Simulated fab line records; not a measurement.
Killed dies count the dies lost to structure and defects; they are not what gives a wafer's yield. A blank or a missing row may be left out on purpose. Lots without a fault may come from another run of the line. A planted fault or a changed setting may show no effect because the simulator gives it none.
Which tool is to blame? + flow berkeley cmos170 + 14 lots with 42 wafers sampled at 5 steps, on a route of 331 steps

WHAT THE GAUGES READ, wafer by wafer
UCB170_V1_BOW_MEAS_03. Usual: V1_BOW 18 um, standard deviation 6.9.
| lot  | measured     | on            | V1_BOW (um) | flag |
|------|--------------|---------------|-------------|------|
| L450 | day 8 20:19  | film metro-04 | 17 20 15    |      |
| L447 | day 8 21:39  | film metro-04 | 10 6 25     |      |
| L448 | day 8 22:57  | film metro-01 | 30 32 15    |      |
| L449 | day 8 22:58  | film metro-04 | 19 14 24    |      |
| L451 | day 9 01:37  | film metro-04 | 3 23 8      |      |
| L454 | day 9 21:29  | film metro-03 | 23 28 12    |      |
| L453 | day 9 22:53  | film metro-03 | 20 27 25    |      |
| L455 | day 10 00:08 | film metro-01 | 32 14 23    |      |
| L456 | day 10 00:08 | film metro-03 | 16 24 25    |      |
| L458 | day 10 09:29 | film metro-04 | 17 12 23    |      |
| L459 | day 11 00:28 | film metro-04 | 22 4 20     |      |
| L461 | day 11 03:53 | film metro-01 | 18 15 7     |      |
| L463 | day 11 17:55 | film metro-01 | 25 21 34    |      |
| L470 | day 13 00:32 | film metro-01 | 12 18 6     |      |

UCB170_V1_THK_MEAS_04. Usual: V1_POLISHED_THK 1000.1 nm, standard deviation 1.1.
| lot  | measured     | on            | V1_POLISHED_THK (nm) | flag |
|------|--------------|---------------|----------------------|------|
| L450 | day 8 20:25  | film metro-04 | 1002.1 1000.6 999.8  |      |
| L447 | day 8 21:45  | film metro-04 | 1000.7 999.3 998.6   |      |
| L448 | day 8 23:04  | film metro-01 | 999.6 1001.2 1000.4  |      |
| L449 | day 8 23:05  | film metro-04 | 996.9 1000.0 998.9   |      |
| L451 | day 9 01:44  | film metro-04 | 999.0 999.7 997.7    |      |
| L454 | day 9 21:35  | film metro-03 | 999.3 1001.0 1000.7  |      |
| L453 | day 9 23:00  | film metro-03 | 1001.2 1002.6 1000.5 |      |
| L455 | day 10 00:15 | film metro-01 | 999.5 999.7 999.0    |      |
| L456 | day 10 00:15 | film metro-03 | 1001.1 998.8 999.5   |      |
| L458 | day 10 09:35 | film metro-04 | 1000.7 1000.8 1002.2 |      |
| L459 | day 11 00:35 | film metro-04 | 999.5 999.7 1001.8   |      |
| L461 | day 11 04:01 | film metro-01 | 1249.7 1249.4 1250.3 | OFF  |
| L463 | day 11 18:02 | film metro-01 | 1252.3 1250.9 1251.8 | OFF  |
| L470 | day 13 00:39 | film metro-01 | 1001.0 1001.6 1001.3 |      |

UCB170_V1_CD_MEAS_12 targets a cd of 700 nm. Usual: cd nm reads 700.1 nm (standard deviation 1.1).
| lot  | measured     | on        | cd nm (nm)        | flag |
|------|--------------|-----------|-------------------|------|
| L450 | day 9 00:55  | cd sem-02 | 700.9 700.4 701.3 |      |
| L447 | day 9 01:45  | cd sem-02 | 700.5 700.1 701.1 |      |
| L448 | day 9 01:08  | cd sem-02 | 701.0 700.2 700.2 |      |
| L449 | day 9 01:00  | cd sem-01 | 699.2 699.9 701.4 |      |
| L451 | day 9 04:34  | cd sem-02 | 699.3 699.6 699.8 |      |
| L454 | day 10 01:07 | cd sem-01 | 697.5 698.4 697.9 |      |
| L453 | day 10 01:24 | cd sem-02 | 699.1 698.6 698.0 |      |
| L455 | day 10 01:38 | cd sem-02 | 699.6 698.3 700.4 |      |
| L456 | day 10 01:54 | cd sem-02 | 698.9 699.7 700.6 |      |
| L458 | day 10 11:49 | cd sem-01 | 701.2 700.6 700.8 |      |
| L459 | day 11 05:05 | cd sem-02 | 700.2 700.1 700.5 |      |
| L461 | day 11 06:32 | cd sem-02 | 700.2 700.3 699.9 |      |
| L463 | day 11 20:28 | cd sem-02 | 702.1 701.0 699.6 |      |
| L470 | day 13 02:35 | cd sem-01 | 698.4 700.1 699.7 |      |

WHAT TOOL EACH LOT RAN ON (gives the tool, then ch and the chambers of the sampled wafers, and finally the start)
| lot  | UCB170_CONTACT_STRIP_19              | UCB170_V1_CMP_02              |
|------|--------------------------------------|-------------------------------|
| L450 | plasma asher-03 ch 0,1, day 8 15:55  | cmp-01 ch 0,1,3, day 8 20:05  |
| L447 | plasma asher-03 ch 0,1, day 8 16:33  | cmp-02 ch 0,1,2, day 8 21:19  |
| L448 | plasma asher-04 ch 0,1, day 8 18:26  | cmp-01 ch 0,2,3, day 8 22:45  |
| L449 | plasma asher-03 ch 0,1, day 8 18:45  | cmp-02 ch 0,3, day 8 22:42    |
| L451 | plasma asher-04 ch 0,1, day 8 21:15  | cmp-01 ch 0,1,2, day 9 01:19  |
| L454 | plasma asher-03 ch 0,1, day 9 17:25  | cmp-02 ch 1,2,3, day 9 21:10  |
| L453 | plasma asher-04 ch 0,1, day 9 17:45  | cmp-01 ch 0,3, day 9 22:34    |
| L455 | plasma asher-01 ch 0,1, day 9 18:21  | cmp-02 ch 0,1,3, day 9 23:50  |
| L456 | plasma asher-04 ch 0,1, day 9 18:21  | cmp-01 ch 0,2,3, day 9 23:50  |
| L458 | plasma asher-03 ch 0,1, day 10 05:23 | cmp-01 ch 1,2, day 10 09:08   |
| L459 | plasma asher-01 ch 1, day 10 19:52   | cmp-02 ch 0,2, day 11 00:09   |
| L461 | plasma asher-03 ch 0, day 10 22:49   | cmp-01 ch 0,2, day 11 03:35   |
| L463 | plasma asher-03 ch 0,1, day 11 13:22 | cmp-01 ch 1,3, day 11 17:40   |
| L470 | plasma asher-03 ch 1, day 12 19:17   | cmp-02 ch 0,1,3, day 13 00:13 |
- UCB170_CONTACT_STRIP_19: strips in O2.
- UCB170_V1_CMP_02: polishes SiO2.

AS READ BY THE TOOLS THEMSELVES (means over the sampled wafers that have a number; for cases with no such wafer, the mark the record gives instead)
UCB170_CONTACT_STRIP_19. Usual: drypump motor current A 5.6 A, standard deviation 0.65; oes product au 0.725 a.u., standard deviation 0.0043.
| lot  | tool            | drypump motor current A (A) | oes product au (a.u.) | flag |
|------|-----------------|-----------------------------|-----------------------|------|
| L450 | plasma asher-03 | 5.5                         | 0.722                 |      |
| L447 | plasma asher-03 | 5.2                         | 0.722                 |      |
| L448 | plasma asher-04 | 5.1                         | 0.727                 |      |
| L449 | plasma asher-03 | 5.2                         | 0.726                 |      |
| L451 | plasma asher-04 | 5.1                         | 0.726                 |      |
| L454 | plasma asher-03 | 5.6                         | 0.722                 |      |
| L453 | plasma asher-04 | 5.2                         | 0.725                 |      |
| L455 | plasma asher-01 | 6.2                         | 0.733                 |      |
| L456 | plasma asher-04 | 5.6                         | 0.725                 |      |
| L458 | plasma asher-03 | 5.2                         | 0.725                 |      |
| L459 | plasma asher-01 | 5.5                         | 0.724                 |      |
| L461 | plasma asher-03 | 5.9                         | 0.726                 |      |
| L463 | plasma asher-03 | 5.2                         | 0.724                 |      |
| L470 | plasma asher-03 | 4.8                         | 0.728                 |      |

UCB170_V1_CMP_02. Usual: motor current A reads 15.5 A (standard deviation 1.2).
| lot  | tool   | motor current A (A) | flag |
|------|--------|---------------------|------|
| L450 | cmp-01 | 15.6                |      |
| L447 | cmp-02 | 15.1                |      |
| L448 | cmp-01 | 15.2                |      |
| L449 | cmp-02 | 15.1                |      |
| L451 | cmp-01 | 16.0                |      |
| L454 | cmp-02 | 15.6                |      |
| L453 | cmp-01 | 14.2                |      |
| L455 | cmp-02 | 15.0                |      |
| L456 | cmp-01 | 15.7                |      |
| L458 | cmp-01 | 16.9                |      |
| L459 | cmp-02 | 15.2                |      |
| L461 | cmp-01 | 15.4                |      |
| L463 | cmp-01 | 15.1                |      |
| L470 | cmp-02 | 15.2                |      |

THE ANSWER, worked out from the rows above alone
Rule: take the mean of a lot's wafers that have a number; if it is more than 3 standard deviations from the usual mean, the lot is off. Also off: a lot with no number at a reading for which 4 or more lots have one. All remaining lots with rows at the step are treated as sound. First the gauges in route order, then the tools' own readings, where a lot's mean is used as printed above. The first step at which some lot is off is used, and at that step the reading that is off furthest; a lot without a number counts as furthest.
Off: L461, L463, at UCB170_V1_THK_MEAS_04 (V1_POLISHED_THK).
If a tool, at a process step before that reading, ran all the lots that are off and no sound lot after the first of them, it fits. Those tools and the gauges at UCB170_V1_THK_MEAS_04 are tried in the same way. One candidate fits, namely cmp-01 at UCB170_V1_CMP_02. A fault onset in the window from L458 (day 10 09:08, its last sound lot) to L461 (day 11 03:35, its first lot off) fits.

WHAT THE SIMULATOR HAD INSERTED
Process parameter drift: cmp-01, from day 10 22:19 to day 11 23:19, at UCB170_V1_CMP_02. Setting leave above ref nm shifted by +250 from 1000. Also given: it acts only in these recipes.
Shown lots that were struck: L461, L463. This agrees with what the rule above found.
